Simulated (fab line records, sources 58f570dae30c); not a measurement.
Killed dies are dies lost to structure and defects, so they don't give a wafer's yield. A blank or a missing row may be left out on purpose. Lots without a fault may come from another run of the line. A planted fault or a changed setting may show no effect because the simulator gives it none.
Problem report in the 8D (eight disciplines) form, filled by code | flow berkeley_cmos170 | the parts of the form that need people (team, actions taken, sign-off) are left out

1. THE PROBLEM
SPACER_TEOS_THK at UCB170_SPACER_THK_MEAS_01 reads a mean of 252 nm on 6 wafers of 2 lots; wafers without a fault read 361 nm with a standard deviation of 4.8. That is -23 standard deviations from the usual mean.
First seen on wafer L649.2, day 10 00:44, on film_metro-04. The record holds 42 wafers of 14 lots with a number at this step. Rule for "out", or "out of limits": more than 4 standard deviations from the usual mean. The other wafers with a number count as sound.

2. WHAT IT IS AND WHAT IT IS NOT
question                    | is                           | is not
which readings at this step | SPACER_TEOS_THK              | -
which lots                  | L649, L653                   | L641, L642, L643, L644, L645, L646, L647, L648, L650, L656, L660, L661
which wafers of those lots  | all that have a number       | -
read on which gauges        | film_metro-02, film_metro-04 | film_metro-03
when                        | from day 10 00:44            | up to then (27 sound wafers); but 9 sound wafers of L656, L660, L661 came after

3. SUSPECTS, AND WHAT RULES EACH OUT
Counting: a tool at a process step up to the reading stays a suspect if it ran every lot that is out and no sound lot after the first of them.
- the gauge at UCB170_SPACER_THK_MEAS_01: ruled out. The wafers that are out were read on 2 gauges (film_metro-02, film_metro-04).
- plasma_asher-02 at UCB170_GATE_STRIP_16 (strips in O2): kept. It ran every lot that is out, first L649 (day 9 13:40), and no sound lot after that; its last sound lot up to then is L648 (day 9 03:17).
- pecvd-03 at UCB170_SPACER_CVD_00 (deposits SiO2 from TEOS/O2, target thk 376 nm, time 45.16 s): kept. It ran every lot that is out, first L649 (day 10 00:41), and no sound lot after that; its last sound lot up to then is L648 (day 9 07:29).
Left after counting: plasma_asher-02 at UCB170_GATE_STRIP_16, pecvd-03 at UCB170_SPACER_CVD_00.

4. THE CAUSE (what the simulator had put in)
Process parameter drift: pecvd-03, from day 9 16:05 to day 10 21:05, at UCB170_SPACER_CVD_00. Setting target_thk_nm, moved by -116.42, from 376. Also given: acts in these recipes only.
Counting left 2 suspects, and this tool is among them.

5. THE CHAIN OF EFFECTS, in route order
Each row: a reading whose mean over the struck wafers that have a number lies more than 3 standard deviations from the usual. Only readings for which the record gives a usual standard deviation are gone through. hours: the time from each lot's start at the first step in this table that gives one to its start at this step, as a median over the lots. sigmas: the change in usual standard deviations.
hours | step                      | reading         | usual      | on struck wafers | change | sigmas
0     | UCB170_SPACER_THK_MEAS_01 | SPACER_TEOS_THK | 361 nm     | 252              | -109   | -23
7     | UCB170_SPACER_ETCHBACK_03 | oes_product_au  | 0.878 a.u. | 0.690            | -0.188 | -13
The process steps in it:
- UCB170_SPACER_ETCHBACK_03: etches SiO2 in CHF3/CF4/Ar, stops on Si, target depth 376 nm, time 100 s.
Later measuring or inspecting steps at which every struck wafer that the step has a row for has a number for every such reading, and none has moved that far: UCB170_PSD_TW_MEAS_10.

6. WHAT WOULD HAVE CAUGHT IT SOONER
In this record the first reading out of limits at a measuring or inspecting step was taken at day 10 00:44, 9 hours after the fault began at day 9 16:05.
Of the tool readings at UCB170_SPACER_CVD_00 for which the record gives a usual standard deviation, none was out on any struck wafer, so an alarm limit of 4 standard deviations on them would not have fired.
Of the lots that are out (2), L653 began UCB170_SPACER_CVD_00 on pecvd-03 after day 10 00:44. A hold on the tool at that time would have spared it.
